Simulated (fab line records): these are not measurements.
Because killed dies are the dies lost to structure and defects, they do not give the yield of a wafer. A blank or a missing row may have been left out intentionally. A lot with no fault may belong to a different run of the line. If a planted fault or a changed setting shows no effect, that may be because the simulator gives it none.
Struck lot and sound lot, side by side    flow ritCmos    14 out of 202 route steps
Sound: the wafers L517.2, L517.3, L517.6. Struck: wafer L512.4 (left out: L512.1, L512.3 of the same lot, which were not struck); the cause appears at the end.
Order at every step that has rows: each side's tool, ch and its chambers, its first start. Under that, the readings that differ: sound wafers    struck wafers    difference of the means    sigmas: that difference in standard deviations of wafers without a fault.
alike: same words and numbers on both sides, and readings whose means sit less than 2 such deviations apart. not compared: any withheld reading, any reading some wafer has no value for, any bound like >300 that may hide the same value, and any number with overlapping values for which the record gives no deviation.
The two part at a step that has a row with sigmas, a row that says differs or no value, or rows on one side only. When numbers do not overlap yet have no deviation, they are printed without sigmas and do not part them. Lack of a reading on every wafer of one side parts them only where that side has two or more wafers.

first, 1 step without rows for these wafers: RIT_ACTIVE_OXIDATION_01 (target thk 46.8 nm, ox time 3417 s).
RIT_ACTIVE_THK_MEAS_02:
  sound on filmMetro-04, day 4 20:04; struck on filmMetro-01, day 3 19:23
reading                sound           struck  difference  sigmas
ACTIVE_OXIDE_THK (nm)  45.9 46.2 45.2  47.5    +1.7        +2
then, 1 step without rows for these wafers: RIT_ACTIVE_CVD_03 (deposits Si3N4 from SiH2Cl2/NH3, target thk 150 nm, time 1500 s).
RIT_ACTIVE_THK_MEAS_04:
  sound on filmMetro-04, day 4 21:32; struck on filmMetro-01, day 3 20:52
  alike: ACTIVE_NITRIDE_THK
then, 6 steps without rows for these wafers: RIT_ACTIVE_HMDS_05 (prime time 60 s); RIT_ACTIVE_COAT_06 (resist thk 1000 nm); RIT_ACTIVE_SOFTBAKE_07 (time 60 s); RIT_ACTIVE_EXPOSE_08 (exposes mask M1, target cd 1400 nm); RIT_ACTIVE_PEB_09; RIT_ACTIVE_DEVELOP_10 (develop time 50 s).
RIT_ACTIVE_CD_MEAS_11 targets a cd of 1400 nm.
  sound on cdSem-02, day 4 22:28; struck on cdSem-02, day 3 21:54
  alike: cdNm
then, 1 step without rows for these wafers: RIT_ACTIVE_HARDBAKE_12 (time 60 s).
RIT_ACTIVE_ETCH_13: etches Si3N4 in SF6, stops on SiO2, time 210 s, target depth 210 nm.
  sound on rieDiel-01 ch 1,2,3, day 4 22:43; struck on rieDiel-02 ch 2, day 3 22:10
reading                                     sound              struck  difference  sigmas
oesProductAu (a.u.)                         0.807 0.804 0.805  0.969   +0.164      +15
model.NOVOLAK_of_ACTIVE_COAT_06.thkNm (nm)  666.1 654.1 658.8  712.8   +53.1       
  alike: drypumpMotorCurrentA, throttleValvePct
  not compared: rfHoursCounterH
RIT_ACTIVE_STRIP_14: strips in O2, time 180 s.
  sound on plasmaAsher-04 ch 0,1, day 4 22:50; struck on plasmaAsher-04 ch 1, day 3 22:19
  alike: drypumpMotorCurrentA
  not compared: rfHoursCounterH

== WHERE THEY PART ==
At RIT_ACTIVE_THK_MEAS_02 first; at RIT_ACTIVE_ETCH_13 last (within this record only). Later steps at which nothing parts them and some readings are alike: RIT_ACTIVE_STRIP_14.

WHY: what the simulator had put in
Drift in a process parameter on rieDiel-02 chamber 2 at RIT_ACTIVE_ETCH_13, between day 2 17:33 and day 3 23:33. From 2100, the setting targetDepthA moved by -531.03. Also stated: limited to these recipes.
